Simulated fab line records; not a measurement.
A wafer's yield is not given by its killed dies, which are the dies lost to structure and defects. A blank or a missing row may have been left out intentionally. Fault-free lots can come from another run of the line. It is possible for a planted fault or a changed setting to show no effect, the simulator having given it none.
A single fault, viewed from 2 desks | flow berkeley_cmos170 | each desk has only its own numbers; what lay behind them comes last

## AT THE TOOL OWNER'S DESK: furnace-04
At UCB170_WELLDRIVE_ANNEAL_03 (time 900 s), the tool's own readings, given per lot that ran on this tool as the mean of the sampled wafers with a number. Marked OUT: a lot whose mean sits more than 4 standard deviations from the usual mean, which makes it out of limits; the brackets give that distance.
Columns: A = spike_tc_centre_C at UCB170_WELLDRIVE_ANNEAL_03, usual 1103.1 C; B = spike_tc_load_C at UCB170_WELLDRIVE_ANNEAL_03, usual 1131 C; C = spike_tc_source_C at UCB170_WELLDRIVE_ANNEAL_03, usual 1127.6 C; D = tube_center_temp_C at UCB170_WELLDRIVE_ANNEAL_03, usual 1100 C; E = tube_center_temp_C_max at UCB170_WELLDRIVE_ANNEAL_03, usual 1102.8
lot  | first seen here | A                | B               | C                 | D                      | E
L160 | day 4 20:47     | 1101.4           | 1127            | 1126.2            | 1100                   | 1102.5
L161 | day 4 20:47     | 1101.4           | 1127            | 1125.6            | 1100                   | 1103.5
L167 | day 6 03:02     | 1101.6           | 1125            | 1125.8            | 1100                   | 1103.0
L168 | day 6 03:02     | 1102.1           | 1127            | 1125.6            | 1100                   | 1103.1
L169 | day 6 11:42     | 1120.5 (+12) OUT | 1147 (+4.9) OUT | 1145.9 (+7.0) OUT | 1120 (+99 or more) OUT | 1122.5 (+42) OUT
L170 | day 6 11:42     | 1122.2 (+14) OUT | 1146 (+4.6) OUT | 1145.6 (+6.9) OUT | 1120 (+99 or more) OUT | 1122.8 (+42) OUT
Finding of this desk: L169, L170 out of limits; the first was L169 at day 6 11:42, on spike_tc_centre_C at UCB170_WELLDRIVE_ANNEAL_03. Within limits: L160, L161, L167, L168.

## AT THE METROLOGY DESK
Lot by lot, what the gauges showed, no matter which tool ran the lot: averages of those sampled wafers that carry a number. Marked OUT: a lot whose mean sits more than 4 standard deviations from the usual mean, which makes it out of limits; the brackets give that distance.
Columns: A = WELLDRIVE_OXIDE_THK at UCB170_WELLDRIVE_THK_MEAS_02, usual 198 nm
lot  | first seen here | A
L158 | day 3 17:15     | 198
L160 | day 4 16:34     | 200
L161 | day 4 16:35     | 199
L162 | day 4 21:14     | 196
L163 | day 5 03:20     | 199
L166 | day 5 10:11     | 197
L167 | day 5 21:59     | 197
L168 | day 5 21:59     | 194
L169 | day 6 07:36     | 193
L170 | day 6 07:36     | 195
L178 | day 8 08:37     | 201
L179 | day 8 08:42     | 197
L181 | day 8 19:14     | 196
L180 | day 9 13:19     | 197
This desk's verdict: no lot among the 14 shows anything out of limits.

## BROUGHT TOGETHER
The tool owner's desk could have raised an alarm at day 6 11:42, on L169, L170.
The metrology desk saw nothing out of limits.
The metrology desk holds a record of L169, L170, inside its limits.
UCB170_WELLDRIVE_ANNEAL_03 was run on furnace-04 by each of the lots named.

## WHAT THE SIMULATOR HAD PUT IN
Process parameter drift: furnace-04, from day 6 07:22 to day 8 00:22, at UCB170_WELLDRIVE_ANNEAL_03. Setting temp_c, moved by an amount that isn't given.
Lots struck among those shown: L169, L170.
How many hours passed from the start of the fault until each desk's first out-of-limits reading: the tool owner's desk, 4.
